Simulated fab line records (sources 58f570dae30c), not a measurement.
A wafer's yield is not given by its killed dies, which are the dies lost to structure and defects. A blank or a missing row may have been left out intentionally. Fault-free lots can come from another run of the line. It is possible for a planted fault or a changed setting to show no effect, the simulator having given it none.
Which tool did it? ; flow berkeley_cmos170 ; 14 lots, 42 wafers sampled, at 5 steps of a route of 331

WHAT THE GAUGES READ, wafer by wafer
UCB170_CONTACT_OVL_MEAS_16.
lot;measured;on;CONTACT_OVL (nm)
L707;day 6 10:49;overlay-02;-6 2 1
L708;day 6 23:39;overlay-02;-7 -8 -2
L709;day 7 12:28;overlay-01;4 -7 2
L710;day 7 10:44;overlay-01;-2 -2 0
L712;day 7 22:26;overlay-01;-9 2 -8
L717;day 9 08:26;overlay-02;-2 2 0
L719;day 10 10:08;overlay-02;-4 -1 1
L718;day 9 21:50;overlay-02;2 -6
L720;day 10 16:20;overlay-02;3 -5 2
L723;day 10 15:49;overlay-02;-6 -10 -10
L725;day 10 16:42;overlay-01;-5 0 -1
L726;day 11 18:46;overlay-01;0 -3 -8
L727;day 11 15:44;overlay-02;-7 -1 -1
L730;day 12 10:54;overlay-02;-5 -5 0

UCB170_M2_CD_MEAS_90: the cd target is 700 nm.
lot;measured;on;cd_nm (nm)
L707;day 6 23:32;cd_sem-02;694.8 695.9 697.4
L708;day 7 12:18;cd_sem-01;702.7 700.6 701.0
L709;day 8 02:48;cd_sem-02;703.7 701.1 705.1
L710;day 8 02:29;cd_sem-02;700.3 697.6 701.0
L712;day 8 11:55;cd_sem-01;700.8 697.8 698.9
L717;day 9 22:19;cd_sem-02;705.5 703.0 701.6
L719;day 10 21:32;cd_sem-02;702.8 703.6 702.0
L718;day 10 11:05;cd_sem-02;701.2 698.6
L720;day 11 07:33;cd_sem-01;701.4 700.7 704.5
L723;day 11 07:17;cd_sem-01;695.8 695.7 697.7
L725;day 11 08:07;cd_sem-01;705.4 698.2 704.2
L726;day 12 06:19;cd_sem-01;695.1 699.4 698.9
L727;day 12 06:20;cd_sem-02;699.7 698.7 699.4
L730;day 13 06:13;cd_sem-02;700.9 700.6 699.8

WHAT TOOL EACH LOT RAN ON (gives the tool, then ch and the chambers of the sampled wafers, and finally the start)
lot;UCB170_ACTIVE_ETCH_15;UCB170_ACTIVE_STRIP_16;UCB170_CONTACT_STRIP_19
L707;rie_diel-03 ch 1,2, day 3 22:34;plasma_asher-04 ch 0,1, day 3 22:40;plasma_asher-02 ch 0,1, day 6 11:01
L708;rie_diel-04 ch 0,3, day 4 03:28;plasma_asher-04 ch 0,1, day 4 03:36;plasma_asher-03 ch 0,1, day 6 23:53
L709;rie_diel-01 ch 0,1,3, day 4 22:31;plasma_asher-01 ch 0,1, day 4 22:37;plasma_asher-03 ch 0,1, day 7 12:40
L710;rie_diel-04 ch 1,3, day 5 01:13;plasma_asher-01 ch 0,1, day 5 01:20;plasma_asher-01 ch 0, day 7 10:56
L712;rie_diel-01 ch 1,2,3, day 5 07:10;plasma_asher-03 ch 0,1, day 5 07:16;plasma_asher-03 ch 0,1, day 7 22:38
L717;rie_diel-04 ch 0,1,3, day 6 07:31;plasma_asher-01 ch 0,1, day 6 07:37;plasma_asher-02 ch 0,1, day 9 08:38
L719;rie_diel-03 ch 1,2,3, day 6 19:23;plasma_asher-03 ch 0,1, day 6 19:29;plasma_asher-03 ch 0,1, day 10 10:20
L718;rie_diel-04 ch 1,2,3, day 6 19:41;plasma_asher-01 ch 0,1, day 6 19:49;plasma_asher-01 ch 1, day 9 22:04
L720;rie_diel-03 ch 0,1, day 7 00:55;plasma_asher-01 ch 0,1, day 7 01:01;plasma_asher-02 ch 0,1, day 10 16:32
L723;rie_diel-01 ch 0,1,3, day 7 07:11;plasma_asher-01 ch 0,1, day 7 07:17;plasma_asher-01 ch 0,1, day 10 16:01
L725;rie_diel-03 ch 2,3, day 7 19:37;plasma_asher-04 ch 0,1, day 7 19:44;plasma_asher-03 ch 0,1, day 10 16:55
L726;rie_diel-01 ch 0,2,3, day 8 09:13;plasma_asher-03 ch 0,1, day 8 09:21;plasma_asher-03 ch 0,1, day 11 18:59
L727;rie_diel-03 ch 1,2,3, day 8 09:16;plasma_asher-01 ch 0,1, day 8 09:22;plasma_asher-03 ch 0,1, day 11 15:56
L730;rie_diel-01 ch 0,2, day 9 11:34;plasma_asher-03 ch 0,1, day 9 11:40;plasma_asher-01 ch 0,1, day 12 11:06
- UCB170_ACTIVE_ETCH_15: etches Si3N4 in CH3F/Ar/O2, stops on SiO2, target depth 242 nm, time 151 s.
- UCB170_ACTIVE_STRIP_16: strips in O2.
- UCB170_CONTACT_STRIP_19: strips in O2.

AS READ BY THE TOOLS THEMSELVES (means over the sampled wafers that have a number; for cases with no such wafer, the mark the record gives instead)
UCB170_ACTIVE_ETCH_15.
lot;tool;O2_flow_sccm (sccm);drypump_motor_current_A (A);oes_product_au (a.u.);rf_fwd_power_W (W);throttle_valve_pct (%)
L707;rie_diel-03;7.000;5.4;0.932;450.1;8.11
L708;rie_diel-04;7.008;5.6;0.933;447.7;8.09
L709;rie_diel-01;7.001;6.1;0.949;449.1;8.01
L710;rie_diel-04;6.990;5.7;0.932;449.4;8.22
L712;rie_diel-01;6.991;5.7;0.951;447.7;8.14
L717;rie_diel-04;6.993;5.7;0.927;375.3;8.14
L719;rie_diel-03;6.997;5.6;0.935;448.7;8.07
L718;rie_diel-04;6.998;5.7;0.921;376.4;8.18
L720;rie_diel-03;6.990;5.5;0.931;447.8;7.91
L723;rie_diel-01;6.998;6.1;0.946;447.8;8.00
L725;rie_diel-03;7.014;5.5;0.953;447.2;8.14
L726;rie_diel-01;6.997;6.3;0.945;449.6;8.14
L727;rie_diel-03;7.014;5.6;0.947;448.2;8.07
L730;rie_diel-01;6.995;6.1;0.937;446.6;8.11

UCB170_ACTIVE_STRIP_16.
lot;tool;drypump_motor_current_A (A);oes_product_au (a.u.);strip_time_to_endpoint_s (s)
L707;plasma_asher-04;6.3;0.721;18.14
L708;plasma_asher-04;6.3;0.719;18.22
L709;plasma_asher-01;5.5;0.718;18.09
L710;plasma_asher-01;5.5;0.720;18.19
L712;plasma_asher-03;6.1;0.721;18.04
L717;plasma_asher-01;6.0;0.724;18.45
L719;plasma_asher-03;6.0;0.725;18.24
L718;plasma_asher-01;6.0;0.720;18.55
L720;plasma_asher-01;5.5;0.725;18.00
L723;plasma_asher-01;6.1;0.721;18.10
L725;plasma_asher-04;5.9;0.719;18.22
L726;plasma_asher-03;6.2;0.718;18.17
L727;plasma_asher-01;6.1;0.721;18.14
L730;plasma_asher-03;6.1;0.720;18.12

UCB170_CONTACT_STRIP_19.
lot;tool;drypump_motor_current_A (A);oes_product_au (a.u.)
L707;plasma_asher-02;5.3;0.722
L708;plasma_asher-03;6.1;0.723
L709;plasma_asher-03;6.1;0.719
L710;plasma_asher-01;4.9;0.728
L712;plasma_asher-03;6.1;0.722
L717;plasma_asher-02;5.3;0.726
L719;plasma_asher-03;6.1;0.722
L718;plasma_asher-01;6.6;0.721
L720;plasma_asher-02;5.3;0.725
L723;plasma_asher-01;6.0;0.726
L725;plasma_asher-03;6.2;0.723
L726;plasma_asher-03;6.2;0.720
L727;plasma_asher-03;6.1;0.726
L730;plasma_asher-01;6.1;0.727

THE ANSWER, worked out from the rows above alone
Rule: usual is defined by the lots themselves. Put in order of their means at a reading, lots are off if they are a third of the lots or fewer, leave a main group of 4 or more, and stand apart from it by a gap of 3 or more times the standard deviation of the main group's means; of several such gaps the widest counts. A main group is skipped when, at the precision printed for the reading in the tables above, its means are all equal. A lot without any number at a reading at which 4 lots or more have one is off too. Where the step has rows for the other lots, those lots are counted as sound. After the gauges, taken in route order, come the tools' own readings; for these a lot's mean is taken, as printed above. The first step at which some lot is off is used, and at that step the reading that is off furthest; a lot without a number counts as furthest.
Off: L717, L718 (UCB170_ACTIVE_ETCH_15, rf_fwd_power_W). The main group: mean 448.3 W, standard deviation 1.
If a tool, at that step or one of the process steps before it, ran each lot that is off and ran no sound lot following the first of them, it fits. One fits: rie_diel-04 at UCB170_ACTIVE_ETCH_15. Its last sound lot is L710 (day 5 01:13), its first lot that is off L717 (day 6 07:31): a fault that began between those two fits.
On the lots that are off, the tool's own readings at UCB170_ACTIVE_ETCH_15 differ by more than 5 times the standard deviation of the sound lots' means, which bears it out; rf_fwd_power_W reads 375.9 W there versus 448.3 W on the sound lots.

WHAT THE SIMULATOR HAD PUT IN
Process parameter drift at UCB170_ACTIVE_ETCH_15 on rie_diel-04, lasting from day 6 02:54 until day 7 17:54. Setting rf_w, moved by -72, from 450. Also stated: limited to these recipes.
Lots struck among those shown: L717, L718. The rule above reached the same finding.
